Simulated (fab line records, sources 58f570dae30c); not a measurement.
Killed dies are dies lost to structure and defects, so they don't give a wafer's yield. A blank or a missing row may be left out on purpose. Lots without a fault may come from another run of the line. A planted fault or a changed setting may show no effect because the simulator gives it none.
Which tool did it? | flow berkeley_cmos170 | 7 lots, 21 wafers sampled, at 2 steps of a route of 331

WHAT THE GAUGES READ, wafer by wafer
UCB170_V2_THK_MEAS_04.
lot  | measured     | on            | V2_POLISHED_THK (nm)
L475 | day 9 02:29  | film_metro-04 | 999.6 1000.9 1000.9
L477 | day 9 06:35  | film_metro-03 | 1000.0 999.8 999.9
L478 | day 9 12:17  | film_metro-03 | 999.0 1000.5 999.9
L484 | day 10 10:26 | film_metro-01 | 998.0 1001.4 1002.1
L485 | day 10 20:04 | film_metro-04 | 1000.3 1001.1 1001.4
L486 | day 11 11:27 | film_metro-04 | 1000.0 1000.7 999.1
L495 | day 13 00:41 | film_metro-01 | 1000.8 999.9 1001.2

WHICH TOOL RAN EACH LOT (tool, then ch and the chambers of the sampled wafers, then the start)
lot  | UCB170_SDANNEAL_RTA_01
L475 | rtp_anneal-01 ch 0, day 8 08:30
L477 | rtp_anneal-01 ch 0, day 8 09:08
L478 | rtp_anneal-01 ch 0, day 8 19:59
L484 | rtp_anneal-01 ch 0, day 9 18:30
L485 | rtp_anneal-01 ch 0, day 10 03:45
L486 | rtp_anneal-02 ch 0, day 10 19:01
L495 | rtp_anneal-01 ch 0, day 12 05:46
- UCB170_SDANNEAL_RTA_01: time 5 s.

THE ANSWER, worked out from the rows above alone
Rule: what is usual is taken from the lots themselves. Put in order of their means at a reading, lots are off if they are a third of the lots or fewer, leave a main group of 4 or more, and stand apart from it by a gap of 3 or more times the standard deviation of the main group's means; of several such gaps the widest counts. A main group whose means are all the same, to the digits that the tables above print for the reading, isn't used. A lot without any number at a reading at which 4 lots or more have one is off too. The other lots that the step has rows for count as sound.
No lot is off at any reading shown: from this, nothing can be told.

WHAT THE SIMULATOR HAD PUT IN
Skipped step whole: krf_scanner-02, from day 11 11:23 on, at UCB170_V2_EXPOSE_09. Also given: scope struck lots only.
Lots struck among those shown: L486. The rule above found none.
